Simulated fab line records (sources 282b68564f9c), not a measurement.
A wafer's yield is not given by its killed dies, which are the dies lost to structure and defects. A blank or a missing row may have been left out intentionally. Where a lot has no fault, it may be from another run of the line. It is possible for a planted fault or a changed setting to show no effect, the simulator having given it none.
A lot that was struck, set against a sound lot    flow ritCmos    14 out of 202 route steps
Sound: wafers L228.1, L228.3, L228.4. Wafers L223.1, L223.2, L223.6 were the ones struck. At the end, the cause is stated.
Per side, at each step with rows, come the tool, then ch with its chambers, and then its first start. Under that, the readings that differ: sound wafers    struck wafers    difference of the means    sigmas: that difference in standard deviations of wafers without a fault.
alike: readings with means less than 2 such deviations apart, plus words and numbers identical on both sides. not compared: withheld readings, readings lacking a value on some wafer, bounds such as >300 that could conceal the same value, and numbers that have no deviation in the record and whose values overlap.
The two part at a step that has a row with sigmas, a row that says differs or no value, or rows on one side only. Numbers that don't overlap but have no deviation are shown without sigmas and don't part them. A reading that every wafer of one side lacks parts them only if that side has two wafers or more.

first, 2 steps without rows for these wafers: RIT_NRETRO_PEB_04; RIT_NRETRO_DEVELOP_05 (develop time 68 s).
RIT_NRETRO_OVL_MEAS_06:
  sound on overlay-01 at day 5 18:24; struck on overlay-02 at day 4 18:14
  alike: NRETRO_OVL
then, 2 steps without rows for these wafers: RIT_NRETRO_HARDBAKE_07 (time 120 s); RIT_NRETRO_IMPLANT_08.
RIT_NRETRO_STRIP_09: strips in O2, time 180 s.
  sound on plasmaAsher-01 ch 0,1, day 5 18:50; struck on plasmaAsher-04 ch 0,1, day 4 18:40
  alike: drypumpMotorCurrentA
  not compared: rfHoursCounterH
RIT_NRETRO_TW_MEAS_10:
  sound on filmMetro-03 at day 5 19:01; struck on filmMetro-03 at day 4 18:51
  alike: NRETRO_TW
then, 5 steps without rows for these wafers: RIT_PRETRO_HMDS_00 (prime time 60 s); RIT_PRETRO_COAT_01 (resist thk 1300 nm); RIT_PRETRO_SOFTBAKE_02 (time 60 s); RIT_PRETRO_EXPOSE_03 (exposes mask M5, target cd 43700 nm); RIT_PRETRO_PEB_04.
RIT_PRETRO_DEVELOP_05: develop time 68 s.
  struck on lithoTrack-02, day 4 19:00; sound on lithoTrack-02 ch 0, day 5 19:00
  no value came back on the struck wafers for chillPlateTempC (C), developTimeS (s); on the sound wafers chillPlateTempC (C) reads 23.01 23.05 23.11
RIT_PRETRO_OVL_MEAS_06:
  sound on overlay-01 at day 5 19:58; struck on overlay-02 at day 4 19:55
reading          sound          struck  difference                     sigmas
PRETRO_OVL (nm)  -0.4 1.6 -0.4  - - -   no value on the struck wafers  

WHERE THEY PART
First at RIT_PRETRO_DEVELOP_05; last, within this record, at RIT_PRETRO_OVL_MEAS_06.

WHY: what the simulator had put in
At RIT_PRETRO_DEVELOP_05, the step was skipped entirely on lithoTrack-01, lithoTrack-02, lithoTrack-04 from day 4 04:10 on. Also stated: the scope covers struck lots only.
